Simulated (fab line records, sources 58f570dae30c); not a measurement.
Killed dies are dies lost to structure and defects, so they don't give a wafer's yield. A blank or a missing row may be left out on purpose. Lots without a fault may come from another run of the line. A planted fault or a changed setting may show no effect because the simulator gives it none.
Chamber matching | flow berkeley_cmos170 | UCB170_V1_ETCH_14 on rie_diel-04: 4 sister chambers
The step etches SiO2 in CHF3/CF4/Ar, stops on Al, target depth 1250 nm, time 291 s. 8 wafers are shown with their chamber, then 7 later ones without.

WAFERS WITH THEIR CHAMBER
wafer  | chamber | throttle_valve_pct (%) | oes_product_au (a.u.)
L453.3 | 2       | 6.83                   | 0.859
L455.2 | 3       | 6.85                   | 0.874
L455.4 | 0       | 7.05                   | 0.890
L457.1 | 2       | 6.84                   | 0.865
L457.3 | 1       | 6.83                   | 0.895
L457.4 | 0       | 7.07                   | 0.892
L461.4 | 1       | 6.85                   | 0.891
L461.5 | 3       | 6.85                   | 0.883

WAFERS WITHOUT THEIR CHAMBER
wafer  | throttle_valve_pct (%) | oes_product_au (a.u.)
L461.6 | 7.07                   | 0.893
L465.3 | 6.85                   | 0.883
L465.4 | 6.85                   | 0.875
L465.5 | 7.07                   | 0.886
L470.3 | 6.86                   | 0.868
L470.4 | 6.86                   | 0.876
L470.5 | 6.83                   | 0.889

WHICH CHAMBER EACH WENT THROUGH
wafer  | from the rows above     | in truth
L461.6 | 0                       | 0
L465.3 | can't be placed: 3 or 1 | 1
L465.4 | 3                       | 3
L465.5 | 0                       | 0
L470.3 | can't be placed: 3 or 2 | 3
L470.4 | 3                       | 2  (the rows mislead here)
L470.5 | can't be placed: 1 or 3 | 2
Placed correctly: 3 of 7. Can't be placed from these rows: 3 (the true chamber is among the candidates in 2). Placed wrongly: 1.
How it was worked out, from the rows above alone: a wafer's distance from a chamber is the root of the sum, over the readings, of the square of ((its reading less the chamber's mean) divided by the reading's scatter). The wafer belongs to the nearest chamber; if the next one is less than 2 further off, it can't be placed. A chamber's mean is the mean of its shown wafers. The scatter: the root of (the sum of the squares of (reading less its chamber's mean) over the shown wafers, divided by (wafers less chambers)).
